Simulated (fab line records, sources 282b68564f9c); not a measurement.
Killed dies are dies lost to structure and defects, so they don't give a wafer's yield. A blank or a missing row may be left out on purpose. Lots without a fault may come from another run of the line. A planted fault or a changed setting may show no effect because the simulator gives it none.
One fault seen from 2 desks | flow rit_cmos | each desk has only its own numbers; what lay behind them comes last

THE TOOL OWNER'S DESK: implanter-04
The tool's own readings at RIT_PWELL_IMPLANT_08: means of the sampled wafers that have a number, for each lot that ran on this tool. A lot is out of limits, marked OUT, if its mean lies more than 4 standard deviations from the usual mean; the brackets give that distance.
Columns: A = dose_ions_cm2 at RIT_PWELL_IMPLANT_08, usual 7.001e+13; B = faraday_current_uA at RIT_PWELL_IMPLANT_08, usual 222
lot  | first seen here | A                           | B
L229 | day 2 09:16     | 7.007e+13                   | 218
L232 | day 2 23:58     | 7.005e+13                   | 225
L233 | day 3 04:25     | 7.000e+13                   | 220
L235 | day 3 14:22     | 7.000e+13                   | 218
L236 | day 3 20:26     | 7.005e+13                   | 221
L238 | day 4 05:35     | 7.001e+13                   | 220
L244 | day 5 11:43     | 6.079e+13 (-99 or more) OUT | 190 (-7.2) OUT
L246 | day 5 21:48     | 6.088e+13 (-99 or more) OUT | 192 (-6.7) OUT
This desk's finding: out of limits on L244, L246; first on L244, day 5 11:43 (dose_ions_cm2 at RIT_PWELL_IMPLANT_08). In limits: L229, L232, L233, L235, L236, L238.

THE METROLOGY DESK
What the gauges read, lot by lot, whatever tool the lot ran on: means of the sampled wafers that have a number. A lot is out of limits, marked OUT, if its mean lies more than 4 standard deviations from the usual mean; the brackets give that distance.
Columns: A = ACTIVE_OXIDE_THK at RIT_ACTIVE_THK_MEAS_02, usual 46.6 nm; B = PWELL_TW at RIT_PWELL_TW_MEAS_10, usual 949; C = PWELL_RS at RIT_WELLDRIVE_RS_MEAS_02, usual 429.5 ohm/sq; D = NRETRO_OVL at RIT_NRETRO_OVL_MEAS_06, usual 0.1 nm; E = GATE_OXIDE_THK at RIT_GATE_THK_MEAS_07, usual 3.00 nm
lot  | first seen here | A    | B              | C               | D    | E
L229 | day 1 22:04     | 47.0 | 943            | 431.6           | -1.2 | 3.02
L230 | day 2 03:04     | 46.7 | 947            | 430.1           | -0.5 | 3.07
L231 | day 2 08:26     | 46.6 | 947            | 431.0           | 0.6  | 2.95
L232 | day 2 13:03     | 46.3 | 942            | 432.0           | -0.3 | 2.98
L233 | day 2 18:04     | 46.5 | 957            | 425.8           | 0.8  | 2.91
L235 | day 3 04:04     | 45.7 | 946            | 430.0           | -1.3 | 3.03
L236 | day 3 09:03     | 46.3 | 940            | 429.3           | 0.3  | 3.01
L238 | day 3 19:03     | 48.5 | 947            | 430.3           | 2.2  | 2.93
L239 | day 4 00:03     | 46.9 | 949            | 429.2           | 1.1  | 2.94
L241 | day 4 10:03     | 47.6 | 953            | 430.5           | 2.1  | 2.97
L244 | day 5 01:03     | 45.1 | 910 (-6.4) OUT | 468.8 (+23) OUT | 1.0  | 3.02
L246 | day 5 11:03     | 46.2 | 908 (-6.8) OUT | 467.1 (+22) OUT | 1.1  | 3.01
L249 | day 6 02:03     | 47.2 | 946            | 428.0           | 1.7  | 3.08
L250 | day 6 07:03     | 46.4 | 957            | 426.8           | -0.2 | 2.96
This desk's finding: out of limits on L244, L246; first on L244, day 5 12:02 (PWELL_TW at RIT_PWELL_TW_MEAS_10). In limits: L229, L230, L231, L232, L233, L235, L236, L238, L239, L241, L249, L250.

PUT TOGETHER
The tool owner's desk could have raised an alarm at day 5 11:43, on L244, L246.
The metrology desk could have raised an alarm at day 5 12:02, on L244, L246.
Of the lots named, all ran RIT_PWELL_IMPLANT_08 on implanter-04.

WHAT THE SIMULATOR HAD PUT IN
Process parameter drift: implanter-04, from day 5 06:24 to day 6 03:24, at RIT_PWELL_IMPLANT_08. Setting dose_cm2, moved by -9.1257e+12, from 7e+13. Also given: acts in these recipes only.
Lots struck among those shown: L244, L246.
Hours from the fault's start to each desk's first reading out of limits: the tool owner's desk, 5; the metrology desk, 6.
